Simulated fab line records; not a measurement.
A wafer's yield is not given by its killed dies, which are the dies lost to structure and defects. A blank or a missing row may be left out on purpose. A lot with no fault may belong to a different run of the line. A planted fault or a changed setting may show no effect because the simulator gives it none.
Lot-split experiment + flow rit_cmos + route with 202 steps; 5 lots, 23 wafers read

SPLIT DETAILS
At RIT_M1_EXPOSE_06 (exposes mask M12, target cd 2600 nm), the setting dose_mj was moved away from the recipe's 250 on 9 of the 23 wafers read, by -4.0% to +6.9%. All remaining wafers had this setting at the recipe value.

FROM THE SPLIT TO THE READING: what the file shows between them, 2 steps
- RIT_M1_PEB_07
- RIT_M1_DEVELOP_08: develop time 68 s

THE READING
Shown in nm: cd_nm at RIT_M1_CD_MEAS_09, with target cd 2600 nm. A value of 2601.5 nm with a standard deviation of 2.4 nm is what fault-free wafers of this fab line usually give.

| wafer  | tool, chamber at the split | dose_mj as run | against the recipe | cd_nm, nm | against lot-mates on the recipe |
|--------|----------------------------|----------------|--------------------|-----------|---------------------------------|
| L074.1 | iline_stepper-02, 0        | 250            | recipe             | 2599.9    | -                               |
| L074.2 | iline_stepper-02, 0        | 250            | recipe             | 2598.1    | -                               |
| L074.3 | iline_stepper-02, 0        | 250            | recipe             | 2599.0    | -                               |
| L074.4 | iline_stepper-02, 0        | 240            | -4.0%              | 2608.3    | +9.3                            |
| L074.5 | iline_stepper-02, 0        | 240            | -4.0%              | 2611.8    | +12.8                           |
| L078.1 | iline_stepper-01, 0        | 250            | recipe             | 2601.9    | -                               |
| L078.2 | iline_stepper-01, 0        | 257.8          | +3.1%              | 2591.4    | -9.4                            |
| L078.3 | iline_stepper-01, 0        | 250            | recipe             | 2599.4    | -                               |
| L078.5 | iline_stepper-01, 0        | 250            | recipe             | 2601.1    | -                               |
| L078.6 | iline_stepper-01, 0        | 257.8          | +3.1%              | 2591.9    | -8.9                            |
| L079.2 | iline_stepper-02, 0        | 242.5          | -3.0%              | 2608.8    | +8.7                            |
| L079.3 | iline_stepper-02, 0        | 242.5          | -3.0%              | 2609.4    | +9.2                            |
| L079.4 | iline_stepper-02, 0        | 250            | recipe             | 2599.9    | -                               |
| L079.5 | iline_stepper-02, 0        | 250            | recipe             | 2600.4    | -                               |
| L079.6 | iline_stepper-02, 0        | 242.5          | -3.0%              | 2606.3    | +6.2                            |
| L084.1 | iline_stepper-02, 0        | 250            | recipe             | 2603.4    | -                               |
| L084.2 | iline_stepper-02, 0        | 250            | recipe             | 2606.2    | -                               |
| L084.3 | iline_stepper-02, 0        | 267.3          | +6.9%              | 2587.2    | -17.8                           |
| L084.5 | iline_stepper-02, 0        | 267.3          | +6.9%              | 2586.6    | -18.4                           |
| L084.6 | iline_stepper-02, 0        | 250            | recipe             | 2605.5    | -                               |
| L085.2 | iline_stepper-02, 0        | 250            | recipe             | 2602.5    | -                               |
| L085.4 | iline_stepper-02, 0        | 250            | recipe             | 2604.3    | -                               |
| L085.5 | iline_stepper-02, 0        | 250            | recipe             | 2602.1    | -                               |

FIT RESULTS
A straight line over all 23 wafers: cd_nm changes by -2.25 nm for each +1% of dose_mj; r = -0.94; the points scatter about the line by 2.3 nm.
The same after taking each lot's own level away (the mean of its wafers on the recipe; 23 wafers): -2.69 nm for each +1%; r = -0.99; scatter 1.1 nm.
Per that fit: largest dose_mj move, reading shift of 19 nm.
Measured against the standard deviation above, the lots' own levels, which go from 2599.00 to 2605.03 nm, span 2.5 times it.
Hence the slope depends on the lot-to-lot level, as the two fits are not the same.
Check: with one of the wafers moved furthest among these (+6.9%) left out of the fit, the line predicts -19 nm for it against its lot-mates. It came out at -17.8 nm against them.

OTHER SPLITS ON THESE WAFERS
These wafers also went through other splits before the reading. Each is held against what the fit with the lots' levels taken away leaves over:
| other split on the same wafers | wafers away from the commonest value | r with cd_nm (lot level and that fit taken away) |
|--------------------------------|--------------------------------------|--------------------------------------------------|
| RIT_PLDD_IMPLANT_08 dose_cm2   | 8                                    | -0.05                                            |
| RIT_SPACER_CVD_03 temp_c       | 5                                    | -0.15                                            |
| RIT_NSD_IMPLANT_08 energy_kev  | 9                                    | +0.11                                            |
| RIT_SDANNEAL_CLEAN_01 time_s   | 5                                    | -0.06                                            |
| RIT_CONTACT_EXPOSE_05 dose_mj  | 4                                    | +0.29                                            |
| RIT_M1_SPUTTER_00 time_s       | 6                                    | +0.38                                            |

THE FILE'S OWN FIT
cd_nm changes by -2.69 nm for each +1% of dose_mj, r = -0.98.
